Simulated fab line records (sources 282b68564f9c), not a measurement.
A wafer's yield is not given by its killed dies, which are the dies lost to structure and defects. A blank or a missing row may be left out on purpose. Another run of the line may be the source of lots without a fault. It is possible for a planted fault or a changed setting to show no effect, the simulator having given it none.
Struck lot and sound lot, side by side || flow rit cmos || 15 steps out of a route of 202
Sound: wafers L302.1, L302.2, L302.4. The struck wafers were L319.1, L319.2, L319.4. Last of all comes the cause.
Each step with rows lists, per side, the tool, then ch with its chambers, then its first start. Under that, the readings that differ: sound wafers || struck wafers || difference of the means || sigmas: that difference in standard deviations of wafers without a fault.
alike: readings with means less than 2 such deviations apart, plus words and numbers identical on both sides. not compared: withheld readings, readings lacking a value on some wafer, bounds such as >300 that could conceal the same value, and numbers that have no deviation in the record and whose values overlap.
A row with sigmas, a row that says differs or no value, or rows on one side alone: a step with any of these is where the two part. Numbers that have no deviation but don't overlap get no sigmas and don't part them. A reading missing from all wafers of one side parts the sides only when that side holds two or more wafers.

first, 1 step without rows for these wafers: RIT_NLDD_IMPLANT_08.
RIT_NLDD_STRIP_09: strips in O2, time 180 s.
  sound on plasma asher-01 ch 0,1, day 2 22:38; struck on plasma asher-01 ch 0,1, day 6 12:16
  alike: drypump motor current A, o2 flow sccm
  not compared: rf hours counter h
RIT_NLDD_TW_MEAS_10:
  sound on film metro-04 at day 2 22:48; struck on film metro-04 at day 6 12:27
{"reading": "NLDD_TW", "sound": "2502 2512 2491", "struck": "2483 2483 2479", "difference": -20, "sigmas": -2}
then, 6 steps without rows for these wafers: RIT_PLDD_HMDS_00 (prime time 60 s); RIT_PLDD_COAT_01 (resist thk 1000 nm); RIT_PLDD_SOFTBAKE_02 (time 60 s); RIT_PLDD_EXPOSE_03 (exposes mask M8, target cd 40900 nm); RIT_PLDD_PEB_04; RIT_PLDD_DEVELOP_05 (develop time 50 s).
RIT_PLDD_OVL_MEAS_06:
  sound on overlay-01 at day 2 23:43; struck on overlay-01 at day 6 13:22
  alike: PLDD_OVL
then, 2 steps without rows for these wafers: RIT_PLDD_HARDBAKE_07 (time 60 s); RIT_PLDD_IMPLANT_08.
RIT_PLDD_STRIP_09: strips in O2, time 180 s.
  sound on plasma asher-04 ch 0,1, day 3 00:03; struck on plasma asher-01 ch 0,1, day 6 13:47
{"reading": "o2 flow sccm (sccm)", "sound": "4006 4006 4012", "struck": "3206 3204 3190", "difference": -808, "sigmas": -67}
  alike: drypump motor current A
  not compared: rf hours counter h
RIT_PLDD_TW_MEAS_10:
  sound on film metro-04 at day 3 00:13; struck on film metro-02 at day 6 13:58
  alike: PLDD_TW
RIT_M1_PROBE_99:
  sound on prober-02 at day 3 13:37; struck on prober-01 at day 7 15:02
  alike: killed at contacts, killed at front end, killed dies, killed open, killed short

WHERE THEY PART
Last at RIT_PLDD_STRIP_09 as far as this record goes, first at RIT_NLDD_TW_MEAS_10. Later steps at which nothing parts them and some readings are alike: RIT_PLDD_TW_MEAS_10, RIT_M1_PROBE_99.

WHY: what had been put in by the simulator
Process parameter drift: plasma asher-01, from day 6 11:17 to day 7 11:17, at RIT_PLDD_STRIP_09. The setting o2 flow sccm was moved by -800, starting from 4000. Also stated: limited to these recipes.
